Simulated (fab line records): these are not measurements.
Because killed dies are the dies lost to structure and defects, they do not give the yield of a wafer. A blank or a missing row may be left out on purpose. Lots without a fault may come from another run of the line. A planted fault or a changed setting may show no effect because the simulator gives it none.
One fault seen from 2 desks / flow berkeley cmos170 / every desk sees just its own numbers, and what lay behind them comes last

AT THE METROLOGY DESK
Lot by lot, what the gauges showed, no matter which tool ran the lot: averages of those sampled wafers that carry a number. If a lot's mean is further than 4 standard deviations from the usual mean, the lot is out of limits and carries the mark OUT (the distance appears in the brackets).
Columns: A = SCREENOX_OXIDE_THK at UCB170_SCREENOX_THK_MEAS_02, usual 14.40 nm; B = V1_BOW at UCB170_V1_BOW_MEAS_03, usual 19 um; C = V2_TEOS_THK at UCB170_V2_THK_MEAS_01, usual 1997 nm
lot=L475; first seen here=day 5 15:10; A=14.33; B=18; C=1998
lot=L478; first seen here=day 6 18:13; A=14.61; B=21; C=1992
lot=L477; first seen here=day 6 18:14; A=14.80; B=25; C=1969
lot=L479; first seen here=day 7 02:50; A=14.46; B=20; C=1977
lot=L481; first seen here=day 7 02:52; A=14.72; B=15; C=2002
lot=L480; first seen here=day 7 11:56; A=14.78; B=21; C=2004
lot=L486; first seen here=day 8 01:53; A=14.45; B=14; C=1984
lot=L488; first seen here=day 8 23:08; A=14.49; B=10; C=2012
lot=L494; first seen here=day 10 21:38; A=14.15; B=19; C=2012
lot=L497; first seen here=day 11 06:04; A=14.55; B=23; C=1973
lot=L495; first seen here=day 11 06:08; A=14.42; B=24; C=2008
lot=L496; first seen here=day 11 06:08; A=13.98; B=19; C=2005
This desk found nothing out of limits on any of the 12 lots.

THE TOOL OWNER'S DESK: litho track-03
The tool's own readings at UCB170_ACTIVE_DEVELOP_12 (develop time 45 s): means of the sampled wafers that have a number, for each lot that ran on this tool. If a lot's mean is further than 4 standard deviations from the usual mean, the lot is out of limits and carries the mark OUT (the distance appears in the brackets).
Columns: A = chill plate temp C at UCB170_ACTIVE_DEVELOP_12, usual 23.00 C
lot=L481; first seen here=day 5 19:00; A=23.08
lot=L494; first seen here=day 9 14:00; A=22.93
lot=L497; first seen here=day 9 21:00; A=22.94
This desk found nothing out of limits on any of the 3 lots.

TAKEN TOGETHER
At the metrology desk, nothing out of limits was observed.
The tool owner's desk saw nothing out of limits.

WHAT THE SIMULATOR HAD PUT IN
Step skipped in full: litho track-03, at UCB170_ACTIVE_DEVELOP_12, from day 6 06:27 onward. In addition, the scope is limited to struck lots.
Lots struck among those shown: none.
